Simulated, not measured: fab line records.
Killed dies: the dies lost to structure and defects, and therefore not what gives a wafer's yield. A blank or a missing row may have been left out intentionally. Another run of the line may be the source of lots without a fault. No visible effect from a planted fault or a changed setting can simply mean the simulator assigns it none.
Comparing a struck lot with a sound one || flow rit-cmos || 17 out of 202 route steps
Sound: the wafers L670.3, L670.4, L670.6. Wafers L682.3, L682.4, L682.6 were the ones struck. At the end, the cause is stated.
For every step that has rows: the tool of each side, followed by ch and its chambers, followed by its first start. Under that, the readings that differ: sound wafers || struck wafers || difference of the means || sigmas: that difference in standard deviations of wafers without a fault.
alike: readings with means less than 2 such deviations apart, plus words and numbers identical on both sides. not compared: withheld readings, readings lacking a value on some wafer, bounds such as >300 that could conceal the same value, and numbers that have no deviation in the record and whose values overlap.
A row with sigmas, a row that says differs or no value, or rows on one side alone: a step with any of these is where the two part. Numbers that have no deviation but don't overlap get no sigmas and don't part them. Lack of a reading on every wafer of one side parts them only where that side has two or more wafers.

first, 2 steps without rows for these wafers: RIT_NRETRO_HARDBAKE_07 (time 120 s); RIT_NRETRO_IMPLANT_08.
RIT_NRETRO_STRIP_09: strips in O2, time 180 s.
  sound on plasma-asher-01 ch 0,1, day 3 21:19; struck on plasma-asher-03 ch 0,1, day 6 09:18
  alike: drypump-motor-current-A
  not compared: rf-hours-counter-h
RIT_NRETRO_TW_MEAS_10:
  sound: film-metro-02 at day 3 21:28; struck: film-metro-01 at day 6 09:26
  alike: NRETRO_TW
then, 6 steps without rows for these wafers: RIT_PRETRO_HMDS_00 (prime time 60 s); RIT_PRETRO_COAT_01 (resist thk 1300 nm); RIT_PRETRO_SOFTBAKE_02 (time 60 s); RIT_PRETRO_EXPOSE_03 (exposes mask M5, target cd 43700 nm); RIT_PRETRO_PEB_04; RIT_PRETRO_DEVELOP_05 (develop time 68 s).
RIT_PRETRO_OVL_MEAS_06:
  sound: overlay-02 at day 3 22:31; struck: overlay-02 at day 6 10:41
  alike: PRETRO_OVL
then, 1 step without rows for these wafers: RIT_PRETRO_HARDBAKE_07 (time 120 s).
RIT_PRETRO_IMPLANT_08:
  sound on implanter-02 ch 0, day 3 22:50; struck on implanter-03 ch 0, day 6 11:03
{"reading": "beam-energy-keV", "sound": "45.001 44.995 45.013", "struck": "54.897 54.902 54.899", "difference": "+9.896", "sigmas": "+99 or more"}
{"reading": "model.implant.rp-nm (nm)", "sound": "145.2 145.2 145.2", "struck": "174.6 174.6 174.6", "difference": "+29.4", "sigmas": ""}
{"reading": "model.implant.drp-nm (nm)", "sound": "55.07 55.07 55.07", "struck": "61.68 61.68 61.68", "difference": "+6.61", "sigmas": ""}
  alike: dose-ions-cm2, tilt-deg
RIT_PRETRO_STRIP_09: strips in O2, time 180 s.
  sound on plasma-asher-02 ch 0,1, day 3 23:00; struck on plasma-asher-04 ch 0,1, day 6 11:13
  alike: drypump-motor-current-A
  not compared: rf-hours-counter-h
RIT_PRETRO_TW_MEAS_10:
  sound: film-metro-01 at day 3 23:08; struck: film-metro-02 at day 6 11:21
  alike: PRETRO_TW
then, 1 step without rows for these wafers: RIT_GATE_WET_ETCH_00 (etches SiO2 in BOE, target depth 56 nm, time 60 s).
RIT_M1_PROBE_99:
  sound: prober-02 at day 5 01:02; struck: prober-01 at day 7 12:20
{"reading": "model.etest.nmos_0p3.r-on-ohm-um", "sound": "2139 2095 2135", "struck": "1982 2020 2032", "difference": -112, "sigmas": ""}
{"reading": "model.etest.nmos-turned.drive-ua-um", "sound": "349.6 345.2 354.3", "struck": "380.4 383.1 387.8", "difference": "+34.1", "sigmas": ""}
{"reading": "model.etest.nmos_0p15.drive-ua-um", "sound": "489.6 481 497.1", "struck": "517.9 518.3 518.1", "difference": "+28.9", "sigmas": ""}
{"reading": "model.etest.nmos-narrow.drive-ua-um", "sound": "227.9 228.4 224.2", "struck": "250 255.3 248.7", "difference": "+24", "sigmas": ""}
{"reading": "model.etest.nmos_0p3.drive-ua-um", "sound": "228.8 227.4 228.5", "struck": "248.5 249.5 247.6", "difference": "+20.3", "sigmas": ""}
{"reading": "model.etest.retro-edge-nmos.off-log10-a-um", "sound": "-9.564 -9.655 -9.229", "struck": "-9.117 -8.866 -8.651", "difference": "+0.605", "sigmas": ""}
{"reading": "model.etest.nmos_0p15.off-log10-a-um", "sound": "-9.667 -9.808 -9.412", "struck": "-9.228 -9.004 -8.811", "difference": "+0.615", "sigmas": ""}
  alike: killed-at-contacts, killed-at-front-end, killed-dies, killed-open, killed-short
  not compared: model.etest.ring.quiet-log10-a

## WHERE THEY PART
Only at RIT_PRETRO_IMPLANT_08, within this record. Later steps at which nothing parts them and some readings are alike: RIT_PRETRO_STRIP_09, RIT_PRETRO_TW_MEAS_10, RIT_M1_PROBE_99.

WHY: what had been put in by the simulator
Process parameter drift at RIT_PRETRO_IMPLANT_08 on implanter-03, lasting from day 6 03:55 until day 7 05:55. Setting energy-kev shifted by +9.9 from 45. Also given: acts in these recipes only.
